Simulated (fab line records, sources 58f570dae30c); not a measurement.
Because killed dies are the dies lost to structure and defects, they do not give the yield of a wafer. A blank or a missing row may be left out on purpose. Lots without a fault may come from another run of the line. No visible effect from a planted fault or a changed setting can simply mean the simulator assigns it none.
Split-lot experiment    flow berkeley_cmos170    23 wafers read across 5 lots, on a route 331 steps long

## THE SPLIT ITSELF
At UCB170_PWELL_OXIDATION_02 (target thk 26.4 nm, ox time 1260 s), the setting temp_c was moved away from the recipe's 1000 C on 15 of the 23 wafers read, by +1.1% to +2.9%. The other wafers ran this setting at the recipe's value.

Split to reading: the file shows no intervening step.

## THE READING
At UCB170_PWELL_THK_MEAS_03: PWELL_OXIDE_THK, given in nm. A value of 26.5 nm with a standard deviation of 0.48 nm is what fault-free wafers of this fab line usually give.

wafer   tool, chamber at the split  temp_c as run, C  against the recipe  PWELL_OXIDE_THK, nm  against lot-mates on the recipe
L074.1  -, -                        1017              +1.7%               31.6                 no lot-mate on the recipe
L074.2  -, -                        1017              +1.7%               31.6                 no lot-mate on the recipe
L074.4  -, -                        1017              +1.7%               31.6                 no lot-mate on the recipe
L074.5  -, -                        1017              +1.7%               31.5                 no lot-mate on the recipe
L074.6  -, -                        1017              +1.7%               31.3                 no lot-mate on the recipe
L082.2  furnace-02, 0               1000              recipe              26.4                 -
L082.3  furnace-02, 0               1000              recipe              26.6                 -
L082.4  furnace-02, 0               1000              recipe              26.8                 -
L084.1  -, -                        1011              +1.1%               29.4                 no lot-mate on the recipe
L084.2  -, -                        1011              +1.1%               29.1                 no lot-mate on the recipe
L084.3  -, -                        1011              +1.1%               29.0                 no lot-mate on the recipe
L084.4  -, -                        1011              +1.1%               29.3                 no lot-mate on the recipe
L084.5  -, -                        1011              +1.1%               29.2                 no lot-mate on the recipe
L083.2  -, -                        1000              recipe              25.8                 -
L083.3  -, -                        1000              recipe              25.7                 -
L083.4  -, -                        1000              recipe              25.8                 -
L083.5  -, -                        1000              recipe              26.4                 -
L083.6  -, -                        1000              recipe              25.8                 -
L085.1  -, -                        1029              +2.9%               33.9                 no lot-mate on the recipe
L085.3  -, -                        1029              +2.9%               33.5                 no lot-mate on the recipe
L085.4  -, -                        1029              +2.9%               33.9                 no lot-mate on the recipe
L085.5  -, -                        1029              +2.9%               33.8                 no lot-mate on the recipe
L085.6  -, -                        1029              +2.9%               33.8                 no lot-mate on the recipe

FIT RESULTS
A straight line over all 23 wafers: PWELL_OXIDE_THK changes by +2.7 nm for each +1% of temp_c; r = +0.99; the points scatter about the line by 0.46 nm.
Too few moved wafers with a lot-mate on the recipe to fit a line net of each lot's own level.

## THE WHOLE CHAIN: every reading that the file lists as answering this split, in the file's order
step                       what it does                        reading                                                                             change (the file's fit)              r (the file's)
UCB170_PWELL_OXIDATION_02  target thk 26.4 nm, ox time 1260 s  SiO2_of_PWELL_OXIDATION_02.thk_nm (the simulator's own value, which no gauge read)  +2.7 nm for each +1% of the setting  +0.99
UCB170_PWELL_THK_MEAS_03                                       PWELL_OXIDE_THK                                                                     +2.7 for each +1% of the setting     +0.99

## FILE'S OWN FIT
PWELL_OXIDE_THK changes by +2.7 nm for each +1% of temp_c, r = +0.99.
